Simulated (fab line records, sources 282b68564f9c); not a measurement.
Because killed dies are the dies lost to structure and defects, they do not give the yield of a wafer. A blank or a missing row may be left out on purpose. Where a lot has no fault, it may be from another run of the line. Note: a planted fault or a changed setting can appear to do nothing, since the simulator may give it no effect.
A lot that was struck, set against a sound lot || flow ritCmos || 20 out of 202 route steps
Sound: the wafers L984.2, L984.3, L984.5. Wafers struck: L989.2, L989.3, L989.4. Last of all comes the cause.
Per side, at each step with rows, come the tool, then ch with its chambers, and then its first start. Under that, the readings that differ: sound wafers || struck wafers || difference of the means || sigmas: that difference in standard deviations of wafers without a fault.
alike: readings whose means differ by less than 2 such deviations, and words and numbers that are the same on both sides. not compared: withheld readings, readings that some wafer has no value for, bounds like >300 that may hide the same value, and numbers for which the record gives no deviation and whose values overlap.
The two part at a step that has a row with sigmas, a row that says differs or no value, or rows on one side only. Non-overlapping numbers with no deviation appear without sigmas and do not part them. A reading missing from all wafers of one side parts the sides only when that side holds two or more wafers.

first, 2 steps without rows for these wafers: RIT_NWELL_HARDBAKE_07 (time 120 s); RIT_NWELL_IMPLANT_08.
RIT_NWELL_STRIP_09: strips in O2, time 180 s.
  sound on plasmaAsher-04 ch 0,1, day 1 22:49; struck on plasmaAsher-04 ch 0,1, day 3 02:44
  alike: drypumpMotorCurrentA
  not compared: rfHoursCounterH
RIT_NWELL_TW_MEAS_10:
  sound on filmMetro-01, day 1 23:00; struck on filmMetro-03, day 3 02:55
  alike: NWELL_TW
then, 2 steps without rows for these wafers: RIT_PWELL_HMDS_00 (prime time 60 s); RIT_PWELL_COAT_01 (resist thk 1300 nm).
RIT_PWELL_SOFTBAKE_02: time 61.43 s.
  sound on lithoTrack-01 ch 0, day 1 23:26; struck on lithoTrack-03 ch 0, day 3 03:17
  alike: chillPlateTempC, plateSensorTCentreC, plateSensorTEdgeC
then, 3 steps without rows for these wafers: RIT_PWELL_EXPOSE_03 (exposes mask M3, target cd 43700 nm); RIT_PWELL_PEB_04; RIT_PWELL_DEVELOP_05 (develop time 68 s).
RIT_PWELL_OVL_MEAS_06:
  sound on overlay-02, day 2 00:00; struck on overlay-01, day 3 03:51
  alike: PWELL_OVL
then, 1 step without rows for these wafers: RIT_PWELL_HARDBAKE_07 (time 120 s).
RIT_PWELL_IMPLANT_08:
  sound on implanter-03 ch 0, day 2 00:18; struck on implanter-03 ch 0, day 3 04:09
{"reading": "beamOnS (s)", "sound": "9.80 10.30 10.01", "struck": "8.95 8.93 9.12", "difference": -1.04, "sigmas": -5}
{"reading": "faradayCurrentUA", "sound": "230 218 227", "struck": "252 253 247", "difference": "+26", "sigmas": "+5"}
  alike: beamEnergyKeV
RIT_PWELL_STRIP_09: strips in O2, time 180 s.
  sound on plasmaAsher-01 ch 0,1, day 2 00:26; struck on plasmaAsher-01 ch 0,1, day 3 04:17
  alike: drypumpMotorCurrentA
  not compared: rfHoursCounterH
RIT_PWELL_TW_MEAS_10:
  sound on filmMetro-01, day 2 00:37; struck on filmMetro-03, day 3 04:28
{"reading": "PWELL_TW", "sound": "956 964 961", "struck": "909 905 904", "difference": -54, "sigmas": -6}
then, 1 step without rows for these wafers: RIT_WELLDRIVE_ANNEAL_00 (time 14700 s).
RIT_WELLDRIVE_RS_MEAS_01: measurement is done with a four-point probe.
  sound on filmMetro-01, day 2 06:31; struck on filmMetro-03, day 3 09:37
  alike: NWELL_RS
RIT_WELLDRIVE_RS_MEAS_02: measurement is done with a four-point probe.
  sound on filmMetro-01, day 2 06:38; struck on filmMetro-03, day 3 09:44
{"reading": "PWELL_RS (ohm/sq)", "sound": "424.9 424.6 424.4", "struck": "453.2 454.0 454.9", "difference": "+29.4", "sigmas": "+27"}
then, 1 step without rows for these wafers: RIT_NRETRO_HMDS_00 (prime time 60 s).
RIT_M1_PROBE_99:
  sound on prober-02, day 3 11:06; struck on prober-01, day 4 16:16
{"reading": "model.etest.nmos_0p3.rOnOhmUm", "sound": "2301 2279 2282", "struck": "2168 2119 2070", "difference": -168, "sigmas": ""}
{"reading": "model.etest.pwellPinched.rsOhmSq", "sound": "447 446.8 454.9", "struck": "486.8 489.6 478.5", "difference": "+35.4", "sigmas": ""}
{"reading": "model.etest.pwell.rsOhmSq", "sound": "412.6 405.8 411.5", "struck": "436.1 435.4 433.8", "difference": "+25.1", "sigmas": ""}
{"reading": "model.etest.nmos_0p3.driveUaUm", "sound": "202.9 204.9 206.4", "struck": "231.9 238.5 239.8", "difference": "+32.0", "sigmas": ""}
{"reading": "model.etest.nmosNarrow.driveUaUm", "sound": "196.6 200.7 200.2", "struck": "223.6 232.7 233.6", "difference": "+30.8", "sigmas": ""}
{"reading": "model.etest.wellEdgeRight.lineOhmUm", "sound": "183.2 187 185.4", "struck": "179.1 178.2 180.9", "difference": -5.8, "sigmas": ""}
{"reading": "model.etest.wellEdgeLeft.lineOhmUm", "sound": "181.7 184.9 183.9", "struck": "180.3 180.3 176.4", "difference": -4.5, "sigmas": ""}
{"reading": "model.etest.fieldN.vtV (V)", "sound": "35.52 34.53 35.22", "struck": "32.81 32.33 32.38", "difference": -2.58, "sigmas": ""}
  alike: killedAtFrontEnd, killedDies, killedOpen, killedShort

WHERE THEY PART
First at RIT_PWELL_IMPLANT_08; last, within this record, at RIT_WELLDRIVE_RS_MEAS_02. Later steps at which nothing parts them and some readings are alike: RIT_M1_PROBE_99.

WHY: what had been put in by the simulator
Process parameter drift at RIT_PWELL_IMPLANT_08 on implanter-03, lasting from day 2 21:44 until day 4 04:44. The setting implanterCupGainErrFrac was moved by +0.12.
